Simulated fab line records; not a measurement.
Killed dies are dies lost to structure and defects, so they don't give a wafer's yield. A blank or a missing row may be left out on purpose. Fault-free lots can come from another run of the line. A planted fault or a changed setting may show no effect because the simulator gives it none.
The tool behind it: which one? || flow rit_cmos || 14 lots with 42 wafers sampled at 5 steps, on a route of 202 steps

## WHAT EACH GAUGE READ, for each wafer
RIT_ACTIVE_BOW_MEAS_00. Usual: INCOMING_BOW -1 um, standard deviation 6.7.
{"lot": "L620", "measured": "day 1 10:00", "on": "film_metro-04", "INCOMING_BOW (um)": "1 -9 4", "flag": ""}
{"lot": "L623", "measured": "day 2 01:00", "on": "film_metro-02", "INCOMING_BOW (um)": "-3 3 -8", "flag": ""}
{"lot": "L624", "measured": "day 2 06:00", "on": "film_metro-01", "INCOMING_BOW (um)": "0 5 5", "flag": ""}
{"lot": "L625", "measured": "day 2 11:01", "on": "film_metro-02", "INCOMING_BOW (um)": "-5 -3 6", "flag": ""}
{"lot": "L626", "measured": "day 2 16:01", "on": "film_metro-04", "INCOMING_BOW (um)": "-12 -3 3", "flag": ""}
{"lot": "L627", "measured": "day 2 21:00", "on": "film_metro-04", "INCOMING_BOW (um)": "-18 -1 0", "flag": ""}
{"lot": "L630", "measured": "day 3 12:00", "on": "film_metro-04", "INCOMING_BOW (um)": "-1 -10 -6", "flag": ""}
{"lot": "L631", "measured": "day 3 17:01", "on": "film_metro-02", "INCOMING_BOW (um)": "3 -8 -5", "flag": ""}
{"lot": "L632", "measured": "day 3 22:00", "on": "film_metro-02", "INCOMING_BOW (um)": "-14 14 9", "flag": ""}
{"lot": "L636", "measured": "day 4 18:00", "on": "film_metro-02", "INCOMING_BOW (um)": "-7 -10 -13", "flag": ""}
{"lot": "L637", "measured": "day 4 23:01", "on": "film_metro-02", "INCOMING_BOW (um)": "3 -4 4", "flag": ""}
{"lot": "L640", "measured": "day 5 14:02", "on": "film_metro-04", "INCOMING_BOW (um)": "-10 1 14", "flag": ""}
{"lot": "L641", "measured": "day 5 19:00", "on": "film_metro-02", "INCOMING_BOW (um)": "-6 -1 4", "flag": ""}
{"lot": "L643", "measured": "day 6 05:02", "on": "film_metro-01", "INCOMING_BOW (um)": "-2 1 -3", "flag": ""}

RIT_M1_CD_MEAS_09: the cd target is 2600 nm. Usual: cd_nm at 2601.0 nm, with a standard deviation of 2.1.
{"lot": "L620", "measured": "day 3 07:32", "on": "cd_sem-01", "cd_nm (nm)": "2603.0 2603.9 2602.1", "flag": ""}
{"lot": "L623", "measured": "day 3 21:53", "on": "cd_sem-01", "cd_nm (nm)": "2599.3 2596.8 2598.6", "flag": ""}
{"lot": "L624", "measured": "day 4 03:53", "on": "cd_sem-01", "cd_nm (nm)": "2598.6 2599.4 2599.1", "flag": ""}
{"lot": "L625", "measured": "day 4 11:33", "on": "cd_sem-01", "cd_nm (nm)": "2599.5 2600.5 2601.4", "flag": ""}
{"lot": "L626", "measured": "day 4 13:04", "on": "cd_sem-01", "cd_nm (nm)": "2601.6 2600.0 2599.9", "flag": ""}
{"lot": "L627", "measured": "day 4 17:47", "on": "cd_sem-01", "cd_nm (nm)": "2599.7 2600.3 2600.3", "flag": ""}
{"lot": "L630", "measured": "day 5 08:14", "on": "cd_sem-01", "cd_nm (nm)": "2604.7 2600.5 2603.9", "flag": ""}
{"lot": "L631", "measured": "day 5 14:34", "on": "cd_sem-01", "cd_nm (nm)": "2600.5 2601.1 2600.0", "flag": ""}
{"lot": "L632", "measured": "day 5 18:19", "on": "cd_sem-01", "cd_nm (nm)": "2602.4 2600.3 2601.3", "flag": ""}
{"lot": "L636", "measured": "day 6 15:19", "on": "cd_sem-01", "cd_nm (nm)": "2572.4 2573.3 2574.5", "flag": "OFF"}
{"lot": "L637", "measured": "day 6 21:47", "on": "cd_sem-01", "cd_nm (nm)": "2574.2 2576.7 2576.4", "flag": "OFF"}
{"lot": "L640", "measured": "day 7 11:18", "on": "cd_sem-02", "cd_nm (nm)": "2601.1 2601.7 2601.7", "flag": ""}
{"lot": "L641", "measured": "day 7 14:42", "on": "cd_sem-02", "cd_nm (nm)": "2600.6 2602.7 2603.4", "flag": ""}
{"lot": "L643", "measured": "day 8 02:23", "on": "cd_sem-01", "cd_nm (nm)": "2602.9 2604.1 2603.1", "flag": ""}

## TOOL THAT RAN EACH LOT (tool first, then ch and the chambers of the sampled wafers, then the start)
{"lot": "L620", "RIT_PRETRO_STRIP_09": "plasma_asher-01 ch 0,1, day 2 07:58", "RIT_PSD_STRIP_09": "plasma_asher-01 ch 0,1, day 3 02:11", "RIT_M1_COAT_04": "litho_track-03 ch 0, day 3 06:41"}
{"lot": "L623", "RIT_PRETRO_STRIP_09": "plasma_asher-04 ch 0,1, day 2 22:05", "RIT_PSD_STRIP_09": "plasma_asher-01 ch 0,1, day 3 16:24", "RIT_M1_COAT_04": "litho_track-01 ch 0, day 3 21:02"}
{"lot": "L624", "RIT_PRETRO_STRIP_09": "plasma_asher-03 ch 0,1, day 3 04:22", "RIT_PSD_STRIP_09": "plasma_asher-01 ch 0,1, day 3 22:24", "RIT_M1_COAT_04": "litho_track-04 ch 0, day 4 03:10"}
{"lot": "L625", "RIT_PRETRO_STRIP_09": "plasma_asher-03 ch 0,1, day 3 09:34", "RIT_PSD_STRIP_09": "plasma_asher-03 ch 0,1, day 4 05:43", "RIT_M1_COAT_04": "litho_track-03 ch 0, day 4 10:42"}
{"lot": "L626", "RIT_PRETRO_STRIP_09": "plasma_asher-01 ch 0,1, day 3 14:46", "RIT_PSD_STRIP_09": "plasma_asher-03 ch 0,1, day 4 07:42", "RIT_M1_COAT_04": "litho_track-04 ch 0, day 4 12:20"}
{"lot": "L627", "RIT_PRETRO_STRIP_09": "plasma_asher-01 ch 0,1, day 3 17:50", "RIT_PSD_STRIP_09": "plasma_asher-02 ch 0,1, day 4 12:33", "RIT_M1_COAT_04": "litho_track-01 ch 0, day 4 17:04"}
{"lot": "L630", "RIT_PRETRO_STRIP_09": "plasma_asher-04 ch 0,1, day 4 09:53", "RIT_PSD_STRIP_09": "plasma_asher-02 ch 1, day 5 02:46", "RIT_M1_COAT_04": "litho_track-01 ch 0, day 5 07:31"}
{"lot": "L631", "RIT_PRETRO_STRIP_09": "plasma_asher-03 ch 0,1, day 4 15:10", "RIT_PSD_STRIP_09": "plasma_asher-03 ch 0,1, day 5 09:04", "RIT_M1_COAT_04": "litho_track-04 ch 0, day 5 13:43"}
{"lot": "L632", "RIT_PRETRO_STRIP_09": "plasma_asher-03 ch 0,1, day 4 20:07", "RIT_PSD_STRIP_09": "plasma_asher-01 ch 0,1, day 5 12:48", "RIT_M1_COAT_04": "litho_track-04 ch 0, day 5 17:35"}
{"lot": "L636", "RIT_PRETRO_STRIP_09": "plasma_asher-01 ch 0,1, day 5 15:46", "RIT_PSD_STRIP_09": "plasma_asher-02 ch 0,1, day 6 09:45", "RIT_M1_COAT_04": "litho_track-04 ch 0, day 6 14:25"}
{"lot": "L637", "RIT_PRETRO_STRIP_09": "plasma_asher-04 ch 0,1, day 5 22:22", "RIT_PSD_STRIP_09": "plasma_asher-03 ch 1, day 6 16:28", "RIT_M1_COAT_04": "litho_track-04 ch 0, day 6 21:00"}
{"lot": "L640", "RIT_PRETRO_STRIP_09": "plasma_asher-04 ch 0,1, day 6 12:19", "RIT_PSD_STRIP_09": "plasma_asher-01 ch 0,1, day 7 05:41", "RIT_M1_COAT_04": "litho_track-01 ch 0, day 7 10:28"}
{"lot": "L641", "RIT_PRETRO_STRIP_09": "plasma_asher-04 ch 0,1, day 6 16:19", "RIT_PSD_STRIP_09": "plasma_asher-03 ch 0,1, day 7 09:11", "RIT_M1_COAT_04": "litho_track-03 ch 0, day 7 13:58"}
{"lot": "L643", "RIT_PRETRO_STRIP_09": "plasma_asher-04 ch 0,1, day 7 02:41", "RIT_PSD_STRIP_09": "plasma_asher-01 ch 0,1, day 7 20:55", "RIT_M1_COAT_04": "litho_track-03 ch 0, day 8 01:32"}
- RIT_PRETRO_STRIP_09: strips in O2, time 180 s.
- RIT_PSD_STRIP_09: strips in O2, time 180 s.
- RIT_M1_COAT_04: resist thk 1300 nm.

## AS READ BY THE TOOLS THEMSELVES (means over the sampled wafers that have a number; for cases with no such wafer, the mark the record gives instead)
RIT_PRETRO_STRIP_09. Usual: drypump_motor_current_A at 5.8 A, with a standard deviation of 0.31.
{"lot": "L620", "tool": "plasma_asher-01", "drypump_motor_current_A (A)": 5.8, "flag": ""}
{"lot": "L623", "tool": "plasma_asher-04", "drypump_motor_current_A (A)": 5.6, "flag": ""}
{"lot": "L624", "tool": "plasma_asher-03", "drypump_motor_current_A (A)": 5.8, "flag": ""}
{"lot": "L625", "tool": "plasma_asher-03", "drypump_motor_current_A (A)": 5.6, "flag": ""}
{"lot": "L626", "tool": "plasma_asher-01", "drypump_motor_current_A (A)": 6.0, "flag": ""}
{"lot": "L627", "tool": "plasma_asher-01", "drypump_motor_current_A (A)": 5.8, "flag": ""}
{"lot": "L630", "tool": "plasma_asher-04", "drypump_motor_current_A (A)": 5.7, "flag": ""}
{"lot": "L631", "tool": "plasma_asher-03", "drypump_motor_current_A (A)": 5.6, "flag": ""}
{"lot": "L632", "tool": "plasma_asher-03", "drypump_motor_current_A (A)": 5.9, "flag": ""}
{"lot": "L636", "tool": "plasma_asher-01", "drypump_motor_current_A (A)": 5.8, "flag": ""}
{"lot": "L637", "tool": "plasma_asher-04", "drypump_motor_current_A (A)": 5.6, "flag": ""}
{"lot": "L640", "tool": "plasma_asher-04", "drypump_motor_current_A (A)": 5.7, "flag": ""}
{"lot": "L641", "tool": "plasma_asher-04", "drypump_motor_current_A (A)": 5.6, "flag": ""}
{"lot": "L643", "tool": "plasma_asher-04", "drypump_motor_current_A (A)": 5.7, "flag": ""}

RIT_PSD_STRIP_09. Usual: drypump_motor_current_A at 5.8 A, with a standard deviation of 0.38.
{"lot": "L620", "tool": "plasma_asher-01", "drypump_motor_current_A (A)": 6.1, "flag": ""}
{"lot": "L623", "tool": "plasma_asher-01", "drypump_motor_current_A (A)": 6.1, "flag": ""}
{"lot": "L624", "tool": "plasma_asher-01", "drypump_motor_current_A (A)": 6.1, "flag": ""}
{"lot": "L625", "tool": "plasma_asher-03", "drypump_motor_current_A (A)": 5.9, "flag": ""}
{"lot": "L626", "tool": "plasma_asher-03", "drypump_motor_current_A (A)": 5.6, "flag": ""}
{"lot": "L627", "tool": "plasma_asher-02", "drypump_motor_current_A (A)": 5.7, "flag": ""}
{"lot": "L630", "tool": "plasma_asher-02", "drypump_motor_current_A (A)": 5.9, "flag": ""}
{"lot": "L631", "tool": "plasma_asher-03", "drypump_motor_current_A (A)": 5.8, "flag": ""}
{"lot": "L632", "tool": "plasma_asher-01", "drypump_motor_current_A (A)": 5.8, "flag": ""}
{"lot": "L636", "tool": "plasma_asher-02", "drypump_motor_current_A (A)": 5.6, "flag": ""}
{"lot": "L637", "tool": "plasma_asher-03", "drypump_motor_current_A (A)": 5.4, "flag": ""}
{"lot": "L640", "tool": "plasma_asher-01", "drypump_motor_current_A (A)": 6.1, "flag": ""}
{"lot": "L641", "tool": "plasma_asher-03", "drypump_motor_current_A (A)": 5.6, "flag": ""}
{"lot": "L643", "tool": "plasma_asher-01", "drypump_motor_current_A (A)": 5.8, "flag": ""}

## THE ANSWER, worked out from the rows above alone
Rule: lot off if the mean of its wafers having a number is beyond 3 standard deviations from the usual mean. Also off: a lot with no number at a reading for which 4 or more lots have one. All remaining lots with rows at the step are treated as sound. First the gauges in route order, then the tools' own readings, where a lot's mean is used as printed above. The first step at which some lot is off is used, and at that step the reading that is off furthest; a lot without a number counts as furthest.
Off at RIT_M1_CD_MEAS_09 (cd_nm): L636, L637.
If a tool, at a process step before that reading, ran all the lots that are off and no sound lot after the first of them, it fits. Those tools and the gauges at RIT_M1_CD_MEAS_09 are tried in the same way. One candidate fits, namely litho_track-04 at RIT_M1_COAT_04. Its last sound lot is L632 (day 5 17:35), its first lot that is off L636 (day 6 14:25): a fault that began between those two fits.

## WHAT THE SIMULATOR HAD PUT IN
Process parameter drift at RIT_M1_COAT_04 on litho_track-04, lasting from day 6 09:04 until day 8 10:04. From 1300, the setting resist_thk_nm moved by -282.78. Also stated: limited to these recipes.
Struck lots among those shown: L636, L637. This agrees with what the rule above found.
